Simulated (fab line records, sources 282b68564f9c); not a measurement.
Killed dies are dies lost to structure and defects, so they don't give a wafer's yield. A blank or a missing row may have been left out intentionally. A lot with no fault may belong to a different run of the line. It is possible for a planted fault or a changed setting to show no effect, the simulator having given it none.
Problem report, 8D (eight disciplines) form, completed by code | flow rit cmos | the parts of the form that need people (team, actions taken, sign-off) are left out

== 1. WHAT WENT WRONG ==
At RIT_NRETRO_IMPLANT_08, beam energy keV averages 71.508 over 9 wafers from 3 lots, while fault-free wafers read 70.007, standard deviation 0.021. That puts it +71 standard deviations away from the usual mean.
First observed at day 4 23:22: wafer L601.3, on implanter-04. At this step, 21 wafers from 7 lots have a number in the record. By rule, "out" or "out of limits" means more than 4 standard deviations away from the usual mean. The other wafers with a number count as sound.

== 2. WHAT IT IS, AND WHAT IT ISN'T ==
question                    | is                     | is not
which readings at this step | beam energy keV        | -
which lots                  | L601, L602, L603       | L588, L589, L605, L609
which wafers of those lots  | all that have a number | -
read on which tools         | implanter-04           | implanter-02, implanter-03
when                        | from day 4 23:22       | up to then (6 sound wafers); but 6 sound wafers of L605, L609 came after

== 3. SUSPECTS, AND WHAT RULES EACH OUT ==
Counting: a tool stays on the suspect list if, at a process step up to the reading, it processed all lots that are out and no sound lot following the first of them.
- implanter-04 at RIT_NRETRO_IMPLANT_08: kept. It ran every lot that is out, first L601 (day 4 23:22), and no sound lot after that; its last sound lot up to then is L588 (day 2 09:34). Out on those wafers are its own readings of beam energy keV.
Remaining after the count: implanter-04 at RIT_NRETRO_IMPLANT_08.

== 4. THE CAUSE (what the simulator had put in) ==
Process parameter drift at RIT_NRETRO_IMPLANT_08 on implanter-04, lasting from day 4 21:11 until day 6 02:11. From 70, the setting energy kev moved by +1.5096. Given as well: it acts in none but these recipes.
Only this tool survived the counting.

== 5. SEQUENCE OF EFFECTS, ordered by route ==
Each row: a reading whose mean over the struck wafers that have a number lies more than 3 standard deviations from the usual. Readings are gone through only where the record gives a usual standard deviation; hours: the median, over the lots, of the time from a lot's start at the first step in this table giving one to that lot's start at this step; sigmas: the change measured in usual standard deviations.
hours | step                  | reading         | usual  | on struck wafers | change | sigmas
0     | RIT_NRETRO_IMPLANT_08 | beam energy keV | 70.007 | 71.508           | +1.501 | +71
Process steps it contains:
- RIT_NRETRO_IMPLANT_08

== 6. HOW IT WOULD HAVE BEEN CAUGHT EARLIER ==
In this record no reading fell out of limits until day 4 23:22, 2 hours after the fault had begun at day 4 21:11.
